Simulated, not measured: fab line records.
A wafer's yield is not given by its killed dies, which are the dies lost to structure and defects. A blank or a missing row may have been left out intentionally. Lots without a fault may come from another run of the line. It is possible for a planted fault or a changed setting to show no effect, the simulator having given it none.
One fault through the eyes of 2 desks -- flow rit-cmos -- every desk sees just its own numbers, and what lay behind them comes last

THE TOOL OWNER'S DESK: litho-track-02
The tool's own readings at RIT_M1_COAT_04 (resist thk 1300 nm): means of the sampled wafers that have a number, for each lot that ran on this tool. If a lot's mean is further than 4 standard deviations from the usual mean, the lot is out of limits and carries the mark OUT (the distance appears in the brackets).
Columns: A = exhaust-pa at RIT_M1_COAT_04, usual 45.0 Pa; B = resist-line-temp-C at RIT_M1_COAT_04, usual 22.99 C; C = spin-speed-rpm at RIT_M1_COAT_04, usual 1999.9 rpm
lot,first seen here,A,B,C
L527,day 3 08:52,45.3,22.90,1998.4
L528,day 3 16:46,44.8,23.08,2000.4
L532,day 4 07:53,45.3,22.83,1998.8
L535,day 5 01:40,45.4,23.00,1999.5
L539,day 5 20:07,44.6,23.13,1939.6 (-46) OUT
L540,day 6 01:43,45.2,22.85,1939.5 (-46) OUT
L543,day 6 13:39,46.2,23.15,1939.3 (-47) OUT
Finding of this desk: L539, L540, L543 out of limits; the first was L539 at day 5 20:07, on spin-speed-rpm at RIT_M1_COAT_04. Within limits: L527, L528, L532, L535.

AT THE METROLOGY DESK
What the gauges read, lot by lot, whatever tool the lot ran on: means of the sampled wafers that have a number. If a lot's mean is further than 4 standard deviations from the usual mean, the lot is out of limits and carries the mark OUT (the distance appears in the brackets).
Columns: A = NLDD_TW at RIT_NLDD_TW_MEAS_10, usual 2494; B = cd-nm at RIT_CONTACT_CD_MEAS_08, usual 1000.1 nm; C = cd-nm at RIT_CONTACT_CD_MEAS_90, usual 1000.2 nm
lot,first seen here,A,B,C
L527,day 2 19:49,2474,1000.9,1000.7
L528,day 3 04:19,2514,1002.2,1002.1
L529,day 3 11:42,2509,997.8,997.8
L531,day 3 15:49,2515,1001.0,1001.6
L532,day 3 20:04,2508,1000.1,1000.1
L533,day 4 08:36,2502,1001.0,1000.8
L535,day 4 14:16,2474,999.3,999.2
L537,day 4 21:32,2454,1000.6,1000.5
L539,day 5 06:53,2485,995.9,996.0
L540,day 5 13:52,2497,1000.1,1000.6
L543,day 6 01:13,2503,998.5,999.0
L545,day 6 13:34,2510,1000.3,1000.7
L547,day 6 22:40,2503,999.1,999.4
L549,day 7 09:10,2494,999.6,999.9
L550,day 7 13:07,2470,1002.5,1002.5
This desk found nothing out of limits on any of the 15 lots.

ALL TOGETHER
At day 5 20:07, on L539, L540, L543, the tool owner's desk was in a position to raise an alarm.
Metrology desk: nothing out of limits seen.
The metrology desk has L539, L540, L543 on record, within its limits.
On litho-track-02, each named lot ran RIT_M1_COAT_04.

WHAT HAD BEEN PUT IN BY THE SIMULATOR
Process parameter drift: litho-track-02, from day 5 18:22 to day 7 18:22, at RIT_M1_COAT_04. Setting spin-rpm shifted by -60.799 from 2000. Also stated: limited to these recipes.
Shown lots that were struck: L539, L540, L543.
Hours from the fault's start to each desk's first reading out of limits: the tool owner's desk, 2.
